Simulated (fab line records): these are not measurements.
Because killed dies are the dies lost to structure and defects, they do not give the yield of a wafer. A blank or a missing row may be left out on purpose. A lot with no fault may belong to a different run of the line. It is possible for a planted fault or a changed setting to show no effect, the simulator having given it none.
A single fault, viewed from 2 desks | flow berkeley-cmos170 | each desk holds nothing but its own numbers, with what lay behind them at the end

THE TOOL OWNER'S DESK: litho-track-02
UCB170_V1_PEB_10, tool's own readings: per-lot mean of the sampled wafers with a number, covering each lot this tool ran. If a lot's mean is further than 4 standard deviations from the usual mean, the lot is out of limits and carries the mark OUT (the distance appears in the brackets).
Columns: A = heater-power-total-W at UCB170_V1_PEB_10, usual 56.80 W; B = plate-temp-C at UCB170_V1_PEB_10, usual 130.02 C
lot  | first seen here | A               | B
L589 | day 8 20:16     | 56.82           | 130.09
L590 | day 9 08:17     | 56.81           | 130.01
L600 | day 10 21:58    | 59.46 (+62) OUT | 134.60 (+29) OUT
L603 | day 12 00:43    | 59.51 (+63) OUT | 134.46 (+28) OUT
This desk's finding: out of limits on L600, L603; first on L600, day 10 21:58 (heater-power-total-W at UCB170_V1_PEB_10). L589, L590 stayed within limits.

FROM THE METROLOGY DESK
What the gauges read for every lot (on any tool): the sampled wafers with a number, averaged. If a lot's mean is further than 4 standard deviations from the usual mean, the lot is out of limits and carries the mark OUT (the distance appears in the brackets).
Columns: A = ACTIVE_OXIDE_THK at UCB170_ACTIVE_THK_MEAS_03, usual 26.5 nm; B = cd-nm at UCB170_M1_CD_MEAS_09, usual 699.6 nm; C = cd-nm at UCB170_V1_CD_MEAS_12, usual 700.0 nm
lot  | first seen here | A    | B     | C
L589 | day 4 12:50     | 26.1 | 700.4 | 701.9
L590 | day 4 19:38     | 26.6 | 701.5 | 699.3
L593 | day 5 10:35     | 27.1 | 699.8 | 699.8
L594 | day 5 10:40     | 26.7 | 700.9 | 699.2
L600 | day 6 18:10     | 26.1 | 696.8 | 722.8 (+19) OUT
L602 | day 7 03:46     | 27.0 | 697.8 | 700.4
L603 | day 7 20:00     | 27.1 | 700.2 | 725.3 (+21) OUT
L605 | day 8 04:20     | 26.7 | 698.9 | 698.1
L606 | day 8 04:20     | 27.1 | 700.1 | 700.5
L604 | day 8 04:21     | 26.4 | 701.8 | 699.9
L607 | day 8 15:07     | 26.5 | 699.5 | 700.2
L609 | day 9 02:25     | 27.2 | 701.7 | 701.3
L608 | day 9 02:26     | 26.7 | 699.9 | 699.7
L610 | day 9 13:58     | 26.1 | 703.2 | 700.8
This desk's finding: out of limits on L600, L603; first on L600, day 10 22:14 (cd-nm at UCB170_V1_CD_MEAS_12). L589, L590, L593, L594, L602, L605, L606, L604, L607, L609, L608, L610 stayed within limits.

TAKEN TOGETHER
At day 10 21:58, on L600, L603, the tool owner's desk was in a position to raise an alarm.
On L600, L603, the metrology desk was in a position to raise an alarm at day 10 22:14.
The lots listed all ran UCB170_V1_PEB_10 on litho-track-02.

WHAT THE SIMULATOR HAD INSERTED
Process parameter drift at UCB170_V1_PEB_10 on litho-track-02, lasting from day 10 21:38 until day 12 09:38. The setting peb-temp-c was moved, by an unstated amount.
Lots struck among those shown: L600, L603.
Hours from the fault's start to each desk's first reading out of limits: the tool owner's desk, 0; the metrology desk, 1.
